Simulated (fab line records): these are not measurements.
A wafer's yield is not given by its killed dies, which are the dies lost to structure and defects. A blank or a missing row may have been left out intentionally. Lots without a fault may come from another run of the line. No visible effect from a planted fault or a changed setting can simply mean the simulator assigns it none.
Which of the tools did it? || flow berkeley-cmos170 || 10 lots with 30 wafers sampled at 2 steps, on a route of 331 steps

## WHAT EACH GAUGE READ, for each wafer
UCB170_PLDD_TW_MEAS_11.
{"lot": "L999", "measured": "day 6 18:11", "on": "film-metro-04", "PLDD_TW": "1012 1009 1015"}
{"lot": "L998", "measured": "day 6 18:44", "on": "film-metro-04", "PLDD_TW": "1014 1014 1021"}
{"lot": "L103", "measured": "day 7 07:24", "on": "film-metro-01", "PLDD_TW": "1019 1015 1020"}
{"lot": "L104", "measured": "day 7 14:49", "on": "film-metro-04", "PLDD_TW": "1020 1009 1012"}
{"lot": "L105", "measured": "day 8 05:25", "on": "film-metro-03", "PLDD_TW": "1404 1404 1407"}
{"lot": "L109", "measured": "day 8 08:34", "on": "film-metro-03", "PLDD_TW": "1407 1398 1400"}
{"lot": "L112", "measured": "day 9 02:14", "on": "film-metro-03", "PLDD_TW": "1000 998 994"}
{"lot": "L117", "measured": "day 10 00:41", "on": "film-metro-01", "PLDD_TW": "1017 1017 1020"}
{"lot": "L118", "measured": "day 10 01:02", "on": "film-metro-03", "PLDD_TW": "997 996 996"}
{"lot": "L121", "measured": "day 11 11:50", "on": "film-metro-04", "PLDD_TW": "1008 1010 1011"}

## EACH LOT AND THE TOOL THAT RAN IT (in order: tool; ch and the chambers of the sampled wafers; start)
{"lot": "L999", "UCB170_PLDD_IMPLANT_08": "implanter-04 ch 0, day 6 17:47"}
{"lot": "L998", "UCB170_PLDD_IMPLANT_08": "implanter-02 ch 0, day 6 18:20"}
{"lot": "L103", "UCB170_PLDD_IMPLANT_08": "implanter-01 ch 0, day 7 07:01"}
{"lot": "L104", "UCB170_PLDD_IMPLANT_08": "implanter-01 ch 0, day 7 14:25"}
{"lot": "L105", "UCB170_PLDD_IMPLANT_08": "implanter-04 ch 0, day 8 05:01"}
{"lot": "L109", "UCB170_PLDD_IMPLANT_08": "implanter-04 ch 0, day 8 08:11"}
{"lot": "L112", "UCB170_PLDD_IMPLANT_08": "implanter-01 ch 0, day 9 01:52"}
{"lot": "L117", "UCB170_PLDD_IMPLANT_08": "implanter-01 ch 0, day 10 00:18"}
{"lot": "L118", "UCB170_PLDD_IMPLANT_08": "implanter-01 ch 0, day 10 00:40"}
{"lot": "L121", "UCB170_PLDD_IMPLANT_08": "implanter-01 ch 0, day 11 11:28"}
- UCB170_PLDD_IMPLANT_08

## THE ANSWER, worked out from the rows above alone
Rule: the lots themselves supply what counts as usual. Put in order of their means at a reading, lots are off if they are a third of the lots or fewer, leave a main group of 4 or more, and stand apart from it by a gap of 3 or more times the standard deviation of the main group's means; of several such gaps the widest counts. A main group whose means are all the same, to the digits that the tables above print for the reading, isn't used. A lot without any number at a reading at which 4 lots or more have one is off too. All remaining lots with rows at the step are treated as sound.
Off: L105, L109, at UCB170_PLDD_TW_MEAS_11 (PLDD_TW). Main group: mean 1010, sd 8.2.
If a tool, at a process step before that reading, ran all the lots that are off and no sound lot after the first of them, it fits. The gauges at UCB170_PLDD_TW_MEAS_11 are tried like those tools. One fits: UCB170_PLDD_IMPLANT_08 on implanter-04. Its last sound lot is L999 (day 6 17:47), its first lot that is off L105 (day 8 05:01): a fault that began between those two fits.

## WHAT WAS PUT IN BY THE SIMULATOR
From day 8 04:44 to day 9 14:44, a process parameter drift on implanter-04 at UCB170_PLDD_IMPLANT_08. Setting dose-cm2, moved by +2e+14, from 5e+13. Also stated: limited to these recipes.
Lots struck among those shown: L105, L109. The rule above reached the same finding.
